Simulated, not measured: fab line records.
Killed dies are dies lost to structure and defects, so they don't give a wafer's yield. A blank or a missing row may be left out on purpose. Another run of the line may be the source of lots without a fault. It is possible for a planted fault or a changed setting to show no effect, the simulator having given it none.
A struck lot beside a sound one    flow berkeleyCmos170    17 steps out of a route of 331
Sound: these wafers, L476.4, L476.5, L476.6. Wafers L468.1, L468.3, L468.4 were the ones struck. The cause is named last.
At each step with rows: each side's tool, then ch and its chambers, then its first start. Under that, the readings that differ: sound wafers    struck wafers    difference of the means    sigmas: that difference in standard deviations of wafers without a fault.
alike: readings whose means differ by less than 2 such deviations, and words and numbers that are the same on both sides. not compared: withheld readings, readings that some wafer has no value for, bounds like >300 that may hide the same value, and numbers for which the record gives no deviation and whose values overlap.
The two part at a step that has a row with sigmas, a row that says differs or no value, or rows on one side only. Numbers that have no deviation but don't overlap get no sigmas and don't part them. Lack of a reading on every wafer of one side parts them only where that side has two or more wafers.

first, 5 steps without rows for these wafers: UCB170_NLDD_COAT_01 (resist thk 900 nm); UCB170_NLDD_SOFTBAKE_02 (time 60 s); UCB170_NLDD_EXPOSE_03 (exposes mask NSELECT, target cd 1200 nm); UCB170_NLDD_PEB_04; UCB170_NLDD_DEVELOP_05 (develop time 45 s).
UCB170_NLDD_CD_MEAS_06 targets a cd of 1200 nm.
  sound on cdSem-01 at day 11 14:25; struck on cdSem-02 at day 9 22:32
  alike: cdNm
UCB170_NLDD_OVL_MEAS_07:
  sound on overlay-01 at day 11 14:30; struck on overlay-02 at day 9 22:40
  alike: NLDD_OVL
then, 2 steps without rows for these wafers: UCB170_NLDD_IMPLANT_08; UCB170_NLDD_IMPLANT_09.
UCB170_NLDD_STRIP_10: strips in O2.
  sound on plasmaAsher-01 ch 0,1, day 11 14:51; struck on plasmaAsher-04 ch 0,1, day 9 22:59
reading                   sound              struck             difference  sigmas
stripTimeToEndpointS (s)  21.64 21.70 21.80  21.57 21.56 21.54  -0.16       -2
  alike: drypumpMotorCurrentA, o2FlowSccm, oesProductAu
  not compared: rfHoursCounterH
UCB170_NLDD_TW_MEAS_11:
  sound on filmMetro-03 at day 11 14:57; struck on filmMetro-02 at day 9 23:05
  alike: NLDD_TW
then, 1 step without rows for these wafers: UCB170_NLDD_CLEAN_12 (cleans in SPM, time 600 s).
UCB170_SPACER_CVD_00: deposits SiO2 from TEOS/O2, target thk 376 nm, time 47 s.
  sound on pecvd-02 ch 0,1,2, day 11 15:19; struck on pecvd-03 ch 0,1, day 9 23:32
  alike: heaterPowerW, rfFwdPowerW
UCB170_SPACER_THK_MEAS_01:
  sound on filmMetro-03 at day 11 15:22; struck on filmMetro-04 at day 9 23:42
reading               sound        struck       difference  sigmas
SPACER_TEOS_THK (nm)  383 376 378  743 743 754  +368        +78
then, 1 step without rows for these wafers: UCB170_SPACER_ANNEAL_02 (time 1800 s).
UCB170_SPACER_ETCHBACK_03: etches SiO2 in CHF3/CF4/Ar, stops on Si, target depth 376 nm, time 100 s.
  sound on rieDiel-04 ch 1,2,3, day 11 19:10; struck on rieDiel-04 ch 0,1,3, day 10 06:17
reading                  sound              struck             difference                    sigmas
oesProductAu (a.u.)      0.890 0.913 0.896  0.986 1.011 0.971  +0.090                        +6
rfHoursCounterH (h)      - - -              139 114 6          no value on the sound wafers  
model.etch.depthNm (nm)  383.1 376.2 377.6  424.5 443.4 428.8  +53.3                         
  alike: drypumpMotorCurrentA, rfFwdPowerW, throttleValvePct
UCB170_M3_PROBE_99:
  rows exist in the record for the struck wafers here (prober-02, day 11 12:10), but not for the sound ones

WHERE THEY PART
At UCB170_NLDD_STRIP_10 first; at UCB170_M3_PROBE_99 last (within this record only).

WHY: what the simulator had put in
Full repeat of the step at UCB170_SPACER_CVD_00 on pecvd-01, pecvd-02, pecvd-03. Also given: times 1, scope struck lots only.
